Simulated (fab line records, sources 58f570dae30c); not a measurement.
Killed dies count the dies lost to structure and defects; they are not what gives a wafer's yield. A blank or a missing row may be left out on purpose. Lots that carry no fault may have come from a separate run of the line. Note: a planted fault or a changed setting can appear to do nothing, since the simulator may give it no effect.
Which tool was responsible? || flow berkeley_cmos170 || 14 lots, 42 wafers sampled, at 2 steps of a route of 331

== WHAT THE GAUGES READ, wafer by wafer ==
UCB170_NVT_TW_MEAS_09. Usual: NVT_TW typically reads 517, with standard deviation 10.
{"lot": "L960", "measured": "day 6 08:47", "on": "film_metro-03", "NVT_TW": "509 511 511", "flag": ""}
{"lot": "L959", "measured": "day 6 09:49", "on": "film_metro-01", "NVT_TW": "530 528 527", "flag": ""}
{"lot": "L961", "measured": "day 6 10:31", "on": "film_metro-03", "NVT_TW": "513 511 515", "flag": ""}
{"lot": "L963", "measured": "day 6 20:43", "on": "film_metro-03", "NVT_TW": "510 510 511", "flag": ""}
{"lot": "L966", "measured": "day 7 16:17", "on": "film_metro-02", "NVT_TW": "523 523 525", "flag": ""}
{"lot": "L972", "measured": "day 8 06:14", "on": "film_metro-02", "NVT_TW": "524 525 522", "flag": ""}
{"lot": "L971", "measured": "day 8 06:24", "on": "film_metro-03", "NVT_TW": "505 505 506", "flag": ""}
{"lot": "L970", "measured": "day 8 06:25", "on": "film_metro-01", "NVT_TW": "555 557 556", "flag": "OFF"}
{"lot": "L969", "measured": "day 8 23:31", "on": "film_metro-01", "NVT_TW": "560 556 558", "flag": "OFF"}
{"lot": "L975", "measured": "day 8 23:41", "on": "film_metro-03", "NVT_TW": "505 506 506", "flag": ""}
{"lot": "L974", "measured": "day 8 23:58", "on": "film_metro-03", "NVT_TW": "508 509 509", "flag": ""}
{"lot": "L977", "measured": "day 9 08:06", "on": "film_metro-03", "NVT_TW": "511 512 508", "flag": ""}
{"lot": "L979", "measured": "day 10 01:22", "on": "film_metro-01", "NVT_TW": "527 527 530", "flag": ""}
{"lot": "L981", "measured": "day 10 17:58", "on": "film_metro-01", "NVT_TW": "530 530 531", "flag": ""}

== WHICH TOOL RAN EACH LOT (tool, then ch and the chambers of the sampled wafers, then the start) ==
{"lot": "L960", "UCB170_NVT_IMPLANT_07": "implanter-02 ch 0, day 6 08:32"}
{"lot": "L959", "UCB170_NVT_IMPLANT_07": "implanter-02 ch 0, day 6 09:35"}
{"lot": "L961", "UCB170_NVT_IMPLANT_07": "implanter-02 ch 0, day 6 10:16"}
{"lot": "L963", "UCB170_NVT_IMPLANT_07": "implanter-03 ch 0, day 6 20:28"}
{"lot": "L966", "UCB170_NVT_IMPLANT_07": "implanter-04 ch 0, day 7 16:02"}
{"lot": "L972", "UCB170_NVT_IMPLANT_07": "implanter-02 ch 0, day 8 06:01"}
{"lot": "L971", "UCB170_NVT_IMPLANT_07": "implanter-03 ch 0, day 8 06:10"}
{"lot": "L970", "UCB170_NVT_IMPLANT_07": "implanter-04 ch 0, day 8 06:11"}
{"lot": "L969", "UCB170_NVT_IMPLANT_07": "implanter-04 ch 0, day 8 23:17"}
{"lot": "L975", "UCB170_NVT_IMPLANT_07": "implanter-02 ch 0, day 8 23:26"}
{"lot": "L974", "UCB170_NVT_IMPLANT_07": "implanter-03 ch 0, day 8 23:44"}
{"lot": "L977", "UCB170_NVT_IMPLANT_07": "implanter-03 ch 0, day 9 07:51"}
{"lot": "L979", "UCB170_NVT_IMPLANT_07": "implanter-03 ch 0, day 10 01:07"}
{"lot": "L981", "UCB170_NVT_IMPLANT_07": "implanter-03 ch 0, day 10 17:43"}
- UCB170_NVT_IMPLANT_07

== WHAT THE TOOLS THEMSELVES READ (means of the sampled wafers that have a number; where no wafer has one, the mark that the record gives instead) ==
UCB170_NVT_IMPLANT_07. Usual: beam_energy_keV reads 49.998 (standard deviation 0.016).
{"lot": "L960", "tool": "implanter-02", "beam_energy_keV": 50.002, "flag": ""}
{"lot": "L959", "tool": "implanter-02", "beam_energy_keV": 49.988, "flag": ""}
{"lot": "L961", "tool": "implanter-02", "beam_energy_keV": 49.991, "flag": ""}
{"lot": "L963", "tool": "implanter-03", "beam_energy_keV": 50.011, "flag": ""}
{"lot": "L966", "tool": "implanter-04", "beam_energy_keV": 49.991, "flag": ""}
{"lot": "L972", "tool": "implanter-02", "beam_energy_keV": 50.018, "flag": ""}
{"lot": "L971", "tool": "implanter-03", "beam_energy_keV": 50.015, "flag": ""}
{"lot": "L970", "tool": "implanter-04", "beam_energy_keV": 61.001, "flag": "OFF"}
{"lot": "L969", "tool": "implanter-04", "beam_energy_keV": 60.987, "flag": "OFF"}
{"lot": "L975", "tool": "implanter-02", "beam_energy_keV": 50.007, "flag": ""}
{"lot": "L974", "tool": "implanter-03", "beam_energy_keV": 50.003, "flag": ""}
{"lot": "L977", "tool": "implanter-03", "beam_energy_keV": 49.993, "flag": ""}
{"lot": "L979", "tool": "implanter-03", "beam_energy_keV": 50.020, "flag": ""}
{"lot": "L981", "tool": "implanter-03", "beam_energy_keV": 50.023, "flag": ""}

== THE ANSWER, worked out from the rows above alone ==
Rule: take the mean of a lot's wafers that have a number; if it is more than 3 standard deviations from the usual mean, the lot is off. Also off: a lot with no number at a reading for which 4 or more lots have one. The other lots that the step has rows for count as sound. After the gauges, taken in route order, come the tools' own readings; for these a lot's mean is taken, as printed above. The first step at which some lot is off is used, and at that step the reading that is off furthest; a lot without a number counts as furthest.
Off: L970, L969, at UCB170_NVT_TW_MEAS_09 (NVT_TW).
If a tool, at a process step before that reading, ran all the lots that are off and no sound lot after the first of them, it fits. Not tried: the gauges at UCB170_NVT_TW_MEAS_09; whatever is off there is also off at UCB170_NVT_IMPLANT_07, on other tools, and gauge error can't account for it. One fits: UCB170_NVT_IMPLANT_07 on implanter-04. A fault onset in the window from L966 (day 7 16:02, its last sound lot) to L970 (day 8 06:11, its first lot off) fits.
The tool's own readings at UCB170_NVT_IMPLANT_07 bear it out: on the lots that are off they differ by more than 5 times the standard deviation of the sound lots' means. beam_energy_keV reads 60.994 there against 50.005 on the sound lots.

== WHAT THE SIMULATOR HAD INSERTED ==
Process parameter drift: implanter-04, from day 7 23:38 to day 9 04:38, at UCB170_NVT_IMPLANT_07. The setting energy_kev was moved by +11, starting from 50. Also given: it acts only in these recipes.
Lots struck among those shown: L970, L969. The same result came from the rule above.
